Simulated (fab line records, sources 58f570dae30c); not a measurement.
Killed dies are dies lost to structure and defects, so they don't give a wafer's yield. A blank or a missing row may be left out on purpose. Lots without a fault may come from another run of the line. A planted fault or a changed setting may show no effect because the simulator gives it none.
fab line records | flow berkeley_cmos170
record lots=6 wafers=18 last_day=13
route steps=331 shown ZERO@11 NWELL@14
lots that met no fault: from a run of the same line without faults
start_h: hours from the record's first day to the start of the lot's first wafer shown | wait_h: hours since the lot's step before | " the same as in the row above | L1.1+2: a row that stands for several wafers | - no value, or no start given | * or withheld: withheld | < > ~ a bound
route shown NAME@n: a module of which the file shows steps, and the number in the route of the first | usual: mean/standard deviation of fault-free wafers | same: alike in all rows | chamber/n: place in a boat | sites: the reading at each site | _std_site: their standard deviation | _edge_site: outer sites' mean less inner sites' | radius_mm: how far each site lies from the wafer's centre | mask NAME#n: copy n | behind: the tool/chamber that last shaped the wafer | hold: why the lot was held/for how many hours/how that ended | device: the transistor (n, p or np) that didn't switch | end of line: the same wafers' tests at the end of the route | a step without rows: its recipe alone | killed: dies lost to structure and defects at the first sort, not the wafer's yield | map: a wafer's dies, x killed, . not, _ none there
set.NAME: the setting as run; set.NAME@STEP: as run at that earlier step | model.NAME: the simulator's own value behind a step, which no gauge read
lots at some steps of the route; a table a step, a row a wafer
services: from which hour (start_h, from the record's first day; less than 0 if before it) a tool's chamber was out of use, for how many hours, and why
## steps
# step UCB170_ZERO_DEVELOP_05
# recipe developer=TMAH develop_time_s=45 resist=KrF dev_temp_c=21
# step UCB170_ZERO_ETCH_06
# recipe chemistry=CHF3/CF4/Ar target=SiO2 time_s=12 pressure_mtorr=100 rf_w=500 CHF3_flow_sccm=50 cf4_flow_sccm=10 Ar_flow_sccm=120 over_etch_frac=1.58
# usual CHF3_flow_sccm=49.98/0.16 drypump_motor_current_A=5.7/0.38 oes_product_au=0.615/0.01 throttle_valve_pct=9.32/0.095
# columns lot.wafer tool chamber start_h wait_h CHF3_flow_sccm drypump_motor_current_A oes_product_au rf_hours_counter_h throttle_valve_pct
L473.1 rie_diel-01 1 35.98 - 50.22 5.5 0.635 26 9.32
L473.3 " 3 " " 49.87 5.7 0.620 56 9.44
L473.4 " 2 " " 50.13 5.5 0.628 111 9.31
L477.1 rie_diel-01 0 57.90 - 49.96 6.0 0.623 130 9.41
L477.2 " 3 " " 50.23 5.7 0.628 57 9.47
L477.5 " 2 " " 49.86 5.5 0.624 - 9.34
L479.1 rie_diel-03 0 65.08 - 50.09 5.4 0.616 20 9.19
L479.3 " 2 " " 50.13 5.8 0.615 168 9.32
L479.5 " 1 " " 50.16 5.3 0.594 - 9.43
L489.1 rie_diel-03 1 113.15 - 49.78 5.3 0.604 13 9.46
L489.3 " 3 " " 49.88 6.5 0.603 7 9.28
L489.5 " 2 " " 49.66 5.8 0.615 - 9.30
L491.1 rie_diel-01 3 123.14 - 50.05 5.7 0.624 60 9.49
L491.2 " 1 " " 49.88 5.6 0.631 31 9.32
L491.5 " 2 " " 50.02 5.5 0.626 - 9.33
L492.2 rie_diel-01 2 131.11 - 50.15 5.5 0.620 115 9.33
L492.5 " 2 " " 49.80 5.5 0.624 - 9.33
L492.6 " 3 " " 49.91 5.7 0.623 - 9.46
# step UCB170_ZERO_STRIP_07
# recipe chemistry=O2 power_w=400 pressure_mtorr=3500 platen_temp_c=withheld o2_flow_sccm=400 overash_fraction=0.5
# usual drypump_motor_current_A=5.8/0.47 oes_product_au=0.727/0.0045 strip_time_to_endpoint_s=21.51/0.065
# columns lot.wafer tool chamber start_h wait_h drypump_motor_current_A oes_product_au rf_hours_counter_h strip_time_to_endpoint_s
L473.1 plasma_asher-04 1 36.00 0.0 5.5 0.726 28 21.54
L473.3 " 1 " " 5.5 0.734 - 21.53
L473.4 " 0 " " 5.4 0.722 - 21.56
L477.1 plasma_asher-04 0 57.93 0.0 5.4 0.738 30 21.45
L477.2 " 1 " " 5.6 0.731 30 21.51
L477.5 " 1 " " 5.6 0.733 - 21.35
L479.1 plasma_asher-02 0 65.10 0.0 6.2 0.731 36 21.65
L479.3 " 1 " " 5.5 0.729 - 21.64
L479.5 " 1 " " 5.5 0.726 - 21.56
L489.1 plasma_asher-02 1 113.17 0.0 5.5 0.728 41 21.46
L489.3 " 0 " " 6.2 0.724 - 21.41
L489.5 " 0 " " 6.2 0.719 - 21.41
L491.1 plasma_asher-04 1 123.16 0.0 5.6 0.725 1 21.47
L491.2 " 0 " " 5.4 0.728 1 21.38
L491.5 " 1 " " 5.5 0.733 - 21.47
L492.2 plasma_asher-03 0 131.13 0.0 5.2 0.723 33 21.44
L492.5 " 1 " " 6.4 0.725 - 21.41
L492.6 " 0 " " 5.2 0.728 - 21.42
# step UCB170_NWELL_WET_ETCH_00
# recipe chemistry=dHF dilution=25:1 target=SiO2 temp_c=25 time_s=200
# step UCB170_NWELL_OXIDATION_01
# recipe temp_c=1000 ambient=O2 target_thk_a=264 ox_time_s=1260
# step UCB170_NWELL_THK_MEAS_02
# recipe reads=SiO2_of_NWELL_OXIDATION_01
# usual NWELL_OXIDE_THK=26.4/0.51
# columns lot.wafer tool chamber start_h wait_h NWELL_OXIDE_THK[nm]
L473.1 film_metro-02 - 43.15 0.0 26.4
L473.3 " - " " 27.0
L473.4 " - " " 26.5
L477.1 film_metro-02 - 62.90 0.0 26.3
L477.2 " - " " 25.8
L477.5 " - " " 25.8
L479.1 film_metro-02 - 72.46 0.0 27.1
L479.3 " - " " 27.2
L479.5 " - " " 26.7
L489.1 film_metro-03 - 120.22 0.0 25.6
L489.3 " - " " 25.7
L489.5 " - " " 26.0
L491.1 film_metro-03 - 127.68 0.0 26.5
L491.2 " - " " 26.1
L491.5 " - " " 26.5
L492.2 film_metro-03 - 139.98 0.0 26.5
L492.5 " - " " 26.7
L492.6 " - " " 26.6
# step UCB170_NWELL_ANNEAL_03
# recipe temp_c=1000 time_s=900 ambient=N2
# step UCB170_NWELL_CVD_04
# recipe material=Si3N4 target_thk_nm=224 temp_c=800 precursor=SiH2Cl2/NH3 time_s=3360 pressure_mtorr=200 sih2cl2_flow_sccm=25 nh3_flow_sccm=75
# step UCB170_NWELL_THK_MEAS_05
# recipe reads=Si3N4_of_NWELL_CVD_04
# usual NWELL_NITRIDE_THK=223.4/2.1
# columns lot.wafer tool chamber start_h wait_h NWELL_NITRIDE_THK[nm]
L473.1 film_metro-04 - 50.51 0.0 217.5
L473.3 " - " " 218.5
L473.4 " - " " 218.2
L477.1 film_metro-03 - 69.48 0.0 226.7
L477.2 " - " " 226.9
L477.5 " - " " 224.2
L479.1 film_metro-04 - 81.49 0.0 222.4
L479.3 " - " " 223.7
L479.5 " - " " 219.9
L489.1 film_metro-04 - 127.24 0.0 223.5
L489.3 " - " " 224.8
L489.5 " - " " 223.8
L491.1 film_metro-04 - 134.95 0.0 223.2
L491.2 " - " " 222.9
L491.5 " - " " 221.8
L492.2 film_metro-03 - 146.27 0.0 224.2
L492.5 " - " " 223.4
L492.6 " - " " 225.8
# step UCB170_NWELL_HMDS_06
# recipe prime_time_s=60 prime_temp_c=100
# step UCB170_NWELL_COAT_07
# recipe resist=KrF spin_rpm=1500 resist_thk_nm=900
# step UCB170_NWELL_SOFTBAKE_08
# recipe resist=KrF temp_c=130 time_s=60
# step UCB170_NWELL_EXPOSE_09
# recipe mask_id=NWELL target_cd_nm=3000 na=0.5 sigma_outer=0.6 source_shape=conventional dose_mj=25
# usual exposure_dose_mJ_cm2=24.998/0.023 focus_offset_nm=0.1/0.56 stage_vel_mm_s=500.11/0.25
# columns lot.wafer tool chamber start_h wait_h mask exposure_dose_mJ_cm2 focus_offset_nm stage_vel_mm_s
L473.1 krf_scanner-01 0 51.47 0.2 NWELL#0 25.004 -0.2 500.28
L473.3 " 0 " " NWELL#0 24.980 0.3 500.18
L473.4 " 0 " " NWELL#0 25.006 -1.1 499.91
L477.1 krf_scanner-01 - 70.23 0.4 NWELL#0 - - -
L477.2 " - " " NWELL#0 - - -
L477.5 " - " " NWELL#0 - - -
L479.1 krf_scanner-01 - 82.00 0.1 NWELL#0 - - -
L479.3 " - " " NWELL#0 - - -
L479.5 " - " " NWELL#0 - - -
L489.1 krf_scanner-01 0 128.31 0.2 NWELL#0 25.007 0.0 499.84
L489.3 " 0 " " NWELL#0 25.013 1.3 500.26
L489.5 " 0 " " NWELL#0 25.032 0.2 499.74
L491.1 krf_scanner-02 0 135.77 0.4 NWELL#0 24.983 0.2 500.10
L491.2 " 0 " " NWELL#0 24.982 0.4 500.47
L491.5 " 0 " " NWELL#0 24.981 0.6 499.80
L492.2 krf_scanner-01 0 147.13 0.2 NWELL#0 24.996 -0.3 500.11
L492.5 " 0 " " NWELL#0 24.994 -0.5 500.38
L492.6 " 0 " " NWELL#0 25.007 -0.1 500.05
# step UCB170_NWELL_PEB_10
# recipe peb_temp_c=130 peb_time_s=withheld resist=KrF
## services
# columns tool chamber start_h hours kind
krf_scanner-02 - 25.06 1.0 pm
krf_scanner-02 - 33.19 0.8 pm
krf_scanner-02 - 47.90 3.6 pm
rie_diel-01 1 51.09 4.7 repair
krf_scanner-02 - 51.46 11.6 pm
rie_diel-03 2 66.55 - clean
rie_diel-03 2 66.55 14.9 scheduled_down
rie_diel-03 2 66.55 14.9 vent_cycle
krf_scanner-02 - 73.98 0.3 repair
rie_diel-01 2 76.10 27.4 repair
krf_scanner-02 - 76.20 0.5 repair
rie_diel-03 - 97.87 1.0 repair
krf_scanner-01 - 98.47 1.0 pm
rie_diel-03 0 100.88 14.2 repair
plasma_asher-04 - 108.75 9.0 pm
plasma_asher-04 0 108.75 9.0 vent_cycle
plasma_asher-04 1 108.75 9.0 vent_cycle
krf_scanner-01 - 109.16 0.8 pm
plasma_asher-04 0 117.75 - clean
plasma_asher-04 1 117.75 - clean
krf_scanner-02 0 129.68 - calibration
krf_scanner-02 - 138.87 1.3 pm
krf_scanner-01 0 142.49 - calibration
## key
first_sign step=UCB170_NWELL_EXPOSE_09 reading=tool_record direction=missing
effect none on later readings
met_at UCB170_NWELL_EXPOSE_09
struck_wafers L477.1,L477.2,L477.5,L479.1,L479.3,L479.5
later_rows_left_out L477.1,L477.2,L477.5,L479.1,L479.3,L479.5
sort_left_out L477.1,L477.2,L477.5,L479.1,L479.3,L479.5
tester_left_out L477,L479
onset_between 51.47 70.23
fault kind=skipped_step_whole tool=krf_scanner-01 chamber=- onset_h=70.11 steps=UCB170_NWELL_EXPOSE_09 scope=struck_lots_only
# tester_left_out: of these lots the tester's yield and bins aren't shown, on N5 and GAA mostly nor the transistor test; their killed dies are dies lost to structure and defects alone, not to doping, threshold or leakage, so they don't give the yield
# sort_left_out: the simulated sort isn't trusted on such a fault, so these wafers' sort isn't shown, and their yield isn't known
# later_rows_left_out: the simulator's readings of these wafers behind a module that went badly wrong aren't trusted and aren't shown, but for the sort
